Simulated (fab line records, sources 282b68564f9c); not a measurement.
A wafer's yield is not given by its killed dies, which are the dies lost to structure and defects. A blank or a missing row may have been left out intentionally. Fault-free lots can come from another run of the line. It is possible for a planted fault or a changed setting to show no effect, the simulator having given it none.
Struck lot and sound lot, side by side || flow rit-cmos || 16 out of 202 route steps
Sound: wafers L470.3, L470.4, L470.5. Wafers struck: L483.2, L483.3, L483.5. The cause is given at the end.
For every step that has rows: the tool of each side, followed by ch and its chambers, followed by its first start. Under that, the readings that differ: sound wafers || struck wafers || difference of the means || sigmas: that difference in standard deviations of wafers without a fault.
alike: same words and numbers on both sides, and readings whose means sit less than 2 such deviations apart. not compared: any withheld reading, any reading some wafer has no value for, any bound like >300 that may hide the same value, and any number with overlapping values for which the record gives no deviation.
A row with sigmas, a row that says differs or no value, or rows on one side alone: a step with any of these is where the two part. Numbers that don't overlap but have no deviation are shown without sigmas and don't part them. A reading that every wafer of one side lacks parts them only if that side has two wafers or more.

RIT_ACTIVE_BOW_MEAS_00:
  struck on film-metro-01, day 5 09:01; sound on film-metro-02, day 2 16:02
  alike: INCOMING_BOW
then, 1 step without rows for these wafers: RIT_ACTIVE_OXIDATION_01 (target thk 46.8 nm, ox time 3360 s).
RIT_ACTIVE_THK_MEAS_02:
  struck on film-metro-04, day 5 11:04; sound on film-metro-04, day 2 18:04
  alike: ACTIVE_OXIDE_THK
then, 1 step without rows for these wafers: RIT_ACTIVE_CVD_03 (deposits Si3N4 from SiH2Cl2/NH3, target thk 150 nm, time 1500 s).
RIT_ACTIVE_THK_MEAS_04:
  struck on film-metro-01, day 5 12:32; sound on film-metro-04, day 2 19:33
  alike: ACTIVE_NITRIDE_THK
then, 5 steps without rows for these wafers: RIT_ACTIVE_HMDS_05 (prime time 60 s); RIT_ACTIVE_COAT_06 (resist thk 1000 nm); RIT_ACTIVE_SOFTBAKE_07 (time 60 s); RIT_ACTIVE_EXPOSE_08 (exposes mask M1, target cd 1400 nm); RIT_ACTIVE_PEB_09.
RIT_ACTIVE_DEVELOP_10: develop time 50 s.
  sound on litho-track-02 ch 0, day 2 20:00; struck on litho-track-02 ch 0, day 5 13:00
RIT_ACTIVE_CD_MEAS_11: the cd target is 1400 nm.
  struck on cd-sem-02, day 5 13:28; sound on cd-sem-01, day 2 20:36
{"reading": "cd-nm (nm)", "sound": "1395.8 1396.5 1396.8", "struck": "1380.1 1377.4 1379.6", "difference": -17.3, "sigmas": -7}
then, 1 step without rows for these wafers: RIT_ACTIVE_HARDBAKE_12 (time 60 s).
RIT_ACTIVE_ETCH_13: etches Si3N4 in SF6, stops on SiO2, time 210 s, target depth 210 nm.
  sound on rie-diel-02 ch 0,1,2, day 2 20:50; struck on rie-diel-03 ch 0,2,3, day 5 13:43
{"reading": "model.ACTIVE.cd-nm (nm)", "sound": "1396 1397 1397", "struck": "1380 1377 1379", "difference": -18, "sigmas": ""}
  alike: SF6_flow_sccm, chamber-pressure-mTorr, drypump-motor-current-A, oes-product-au, throttle-valve-pct
  not compared: rf-hours-counter-h
RIT_ACTIVE_STRIP_14: strips in O2, time 180 s.
  sound on plasma-asher-04 ch 0,1, day 2 21:02; struck on plasma-asher-04 ch 0,1, day 5 13:50
  alike: chamber-pressure-mTorr, drypump-motor-current-A
  not compared: rf-hours-counter-h
RIT_M1_PROBE_99:
  struck on prober-01, day 7 09:29; sound on prober-02, day 4 14:08
  alike: killed_at_M0_to_M3, killed-at-contacts, killed-at-front-end, killed-dies, killed-open, killed-short

WHERE THEY PART
At RIT_ACTIVE_CD_MEAS_11 and nowhere else, as far as this record goes. Later steps at which nothing parts them and some readings are alike: RIT_ACTIVE_ETCH_13, RIT_ACTIVE_STRIP_14, RIT_M1_PROBE_99.

WHY: what the simulator had put in
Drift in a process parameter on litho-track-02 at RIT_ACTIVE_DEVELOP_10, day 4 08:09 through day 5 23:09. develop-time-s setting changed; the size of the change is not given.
